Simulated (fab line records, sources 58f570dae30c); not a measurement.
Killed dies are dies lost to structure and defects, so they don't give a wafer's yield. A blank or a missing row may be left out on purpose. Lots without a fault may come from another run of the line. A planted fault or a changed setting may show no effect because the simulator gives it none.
Which tool did it? | flow berkeley_cmos170 | 15 lots, 45 wafers sampled, at 5 steps of a route of 331

WHAT THE GAUGES READ, wafer by wafer
UCB170_START_THK_MEAS_03. Usual: START_OXIDE_THK 20.0 nm, standard deviation 0.32.
lot  | measured    | on            | START_OXIDE_THK (nm) | flag
L625 | day 1 16:10 | film_metro-03 | 20.8 20.3 20.6       |
L627 | day 1 21:49 | film_metro-03 | 20.1 19.9 19.7       |
L626 | day 1 21:49 | film_metro-02 | 20.6 20.5 20.2       |
L628 | day 2 07:29 | film_metro-03 | 20.0 20.0 19.8       |
L629 | day 2 10:30 | film_metro-02 | 19.9 19.7 19.8       |
L631 | day 2 18:13 | film_metro-02 | 19.9 19.4 19.8       |
L633 | day 3 07:11 | film_metro-01 | 20.1 20.3 20.0       |
L634 | day 3 12:41 | film_metro-01 | 20.4 20.4 20.3       |
L635 | day 3 17:17 | film_metro-02 | 19.5 19.7 19.4       |
L636 | day 3 23:20 | film_metro-02 | 19.5 19.7 20.0       |
L637 | day 4 02:04 | film_metro-03 | 20.0 20.0 19.8       |
L638 | day 4 10:22 | film_metro-03 | 20.0 19.8 19.6       |
L646 | day 5 22:53 | film_metro-01 | 19.8 19.7 19.8       |
L645 | day 5 22:54 | film_metro-02 | 19.6 19.5 19.7       |
L647 | day 6 04:46 | film_metro-03 | 20.1 20.3 19.7       |

UCB170_NWELL_THK_MEAS_05. Usual: NWELL_NITRIDE_THK 225.0 nm, standard deviation 2.
lot  | measured    | on            | NWELL_NITRIDE_THK (nm)              | flag
L625 | day 2 10:09 | film_metro-04 | 227.3 224.6 226.2                   |
L627 | day 2 22:13 | film_metro-03 | 223.5 225.0 224.0                   |
L626 | day 2 22:13 | film_metro-01 | 226.0 223.9 224.5                   |
L628 | day 3 06:18 | film_metro-01 | 224.2 222.5 225.9                   |
L629 | day 3 06:15 | film_metro-01 | 223.5 224.5 222.7                   |
L631 | day 3 17:11 | film_metro-03 | 222.9 222.4 220.8                   |
L633 | day 4 02:17 | film_metro-04 | 226.4 226.8 227.8                   |
L634 | day 4 10:47 | film_metro-04 | 225.5 224.0 224.1                   |
L635 | day 4 17:23 | film_metro-03 | 415.6 416.5 412.3 415.3 416.5 412.3 | OFF
L636 | day 4 22:49 | film_metro-01 | 413.5 413.6 414.4 413.5 413.4 414.2 | OFF
L637 | day 4 22:49 | film_metro-04 | 413.0 414.6 412.6 412.8 414.5 412.7 | OFF
L638 | day 5 10:34 | film_metro-03 | 224.7 223.6 224.3                   |
L646 | day 6 21:35 | film_metro-01 | 224.2 225.3 223.7                   |
L645 | day 6 21:35 | film_metro-03 | 225.1 223.2 224.9                   |
L647 | day 6 21:35 | film_metro-04 | 222.2 223.7 222.4                   |

UCB170_WELLDRIVE_THK_MEAS_02. Usual: WELLDRIVE_OXIDE_THK 199 nm, standard deviation 3.1.
lot  | measured    | on            | WELLDRIVE_OXIDE_THK (nm) | flag
L625 | day 3 21:36 | film_metro-04 | 202 207 204              |
L627 | day 4 10:53 | film_metro-02 | 198 196 194              |
L626 | day 4 10:54 | film_metro-03 | 195 199 200              |
L628 | day 4 20:55 | film_metro-04 | 202 200 199              |
L629 | day 4 20:55 | film_metro-02 | 196 193 195              |
L631 | day 5 11:32 | film_metro-03 | 199 201 198              |
L633 | day 5 11:36 | film_metro-03 | 195 198 199              |
L634 | day 5 18:53 | film_metro-04 | 199 194 197              |
L638 | day 6 22:12 | film_metro-02 | 200 201 201              |
L646 | day 8 11:55 | film_metro-02 | 202 201 201              |
L645 | day 8 11:55 | film_metro-03 | 201 199 199              |
L647 | day 8 11:55 | film_metro-04 | 198 202 203              |

UCB170_SCREENOX_THK_MEAS_02. Usual: SCREENOX_OXIDE_THK 14.41 nm, standard deviation 0.21.
lot  | measured     | on            | SCREENOX_OXIDE_THK (nm) | flag
L625 | day 6 04:55  | film_metro-02 | 14.44 14.31 14.10       |
L627 | day 6 20:43  | film_metro-02 | 14.21 14.21 14.23       |
L626 | day 6 20:43  | film_metro-03 | 14.52 14.33 14.49       |
L628 | day 7 06:19  | film_metro-01 | 14.17 14.13 14.21       |
L629 | day 7 06:20  | film_metro-03 | 14.55 14.26 14.58       |
L631 | day 7 14:17  | film_metro-01 | 14.54 14.75 14.52       |
L633 | day 7 14:14  | film_metro-01 | 14.31 14.46 14.40       |
L634 | day 8 00:14  | film_metro-03 | 14.70 14.19 14.49       |
L638 | day 9 02:36  | film_metro-03 | 14.36 14.32 14.27       |
L646 | day 10 18:03 | film_metro-01 | 14.35 14.32 14.38       |
L645 | day 10 18:04 | film_metro-02 | 14.58 14.65 14.57       |
L647 | day 10 18:04 | film_metro-03 | 14.66 14.52 14.40       |

WHICH TOOL RAN EACH LOT (tool, then ch and the chambers of the sampled wafers, then the start)
lot  | UCB170_NWELL_CVD_04
L625 | lpcvd-02 ch 0, day 2 07:14
L627 | lpcvd-01 ch 1, day 2 20:17
L626 | lpcvd-01 ch 0, day 2 20:17
L628 | lpcvd-02 ch 0, day 3 04:19
L629 | lpcvd-02 ch 0, day 3 04:19
L631 | lpcvd-01 ch 1, day 3 15:16
L633 | lpcvd-02 ch 1, day 4 00:20
L634 | lpcvd-02 ch 0, day 4 08:50
L635 | lpcvd-02 ch 0, day 4 15:28
L636 | lpcvd-02 ch 1, day 4 20:52
L637 | lpcvd-02 ch 1, day 4 20:52
L638 | lpcvd-01 ch 1, day 5 08:36
L646 | lpcvd-01 ch 0, day 6 18:41
L645 | lpcvd-01 ch 0, day 6 18:41
L647 | lpcvd-01 ch 1, day 6 18:41
- UCB170_NWELL_CVD_04: deposits Si3N4 from SiH2Cl2/NH3, target thk 224 nm, time 3360 s.

WHAT THE TOOLS THEMSELVES READ (means of the sampled wafers that have a number; where no wafer has one, the mark that the record gives instead)
UCB170_NWELL_CVD_04. Usual: nh3_flow_sccm 74.97 sccm, standard deviation 0.22.
lot  | tool     | nh3_flow_sccm (sccm) | flag
L625 | lpcvd-02 | 74.79                |
L627 | lpcvd-01 | 74.82                |
L626 | lpcvd-01 | 74.88                |
L628 | lpcvd-02 | 75.03                |
L629 | lpcvd-02 | 75.29                |
L631 | lpcvd-01 | 74.96                |
L633 | lpcvd-02 | 74.68                |
L634 | lpcvd-02 | 75.31                |
L635 | lpcvd-02 | 75.17                |
L636 | lpcvd-02 | 75.09                |
L637 | lpcvd-02 | 74.92                |
L638 | lpcvd-01 | 74.91                |
L646 | lpcvd-01 | 75.14                |
L645 | lpcvd-01 | 74.82                |
L647 | lpcvd-01 | 74.79                |

THE ANSWER, worked out from the rows above alone
Rule: a lot is off if the mean of its wafers that have a number lies more than 3 standard deviations from the usual mean. A lot without any number at a reading at which 4 lots or more have one is off too. The other lots that the step has rows for count as sound. The gauges are gone through in route order, then the tools' own readings, and for those a lot's mean is taken as printed above. The first step at which some lot is off is used, and at that step the reading that is off furthest; a lot without a number counts as furthest.
Off: L635, L636, L637, at UCB170_NWELL_THK_MEAS_05 (NWELL_NITRIDE_THK).
A tool fits if, at a process step before that reading, it ran every lot that is off, and no sound lot after the first of them. The gauges at UCB170_NWELL_THK_MEAS_05 are tried like those tools. One fits: lpcvd-02 at UCB170_NWELL_CVD_04. Its last sound lot is L634 (day 4 08:50), its first lot that is off L635 (day 4 15:28): a fault that began between those two fits.

WHAT THE SIMULATOR HAD PUT IN
Process parameter drift: lpcvd-02, from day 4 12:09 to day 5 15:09, at UCB170_NWELL_CVD_04. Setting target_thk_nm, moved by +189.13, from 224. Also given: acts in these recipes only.
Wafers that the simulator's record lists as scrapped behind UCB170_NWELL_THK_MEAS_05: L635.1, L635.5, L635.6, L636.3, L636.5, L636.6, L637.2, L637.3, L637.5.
Lots struck among those shown: L635, L636, L637. The rule above found the same.
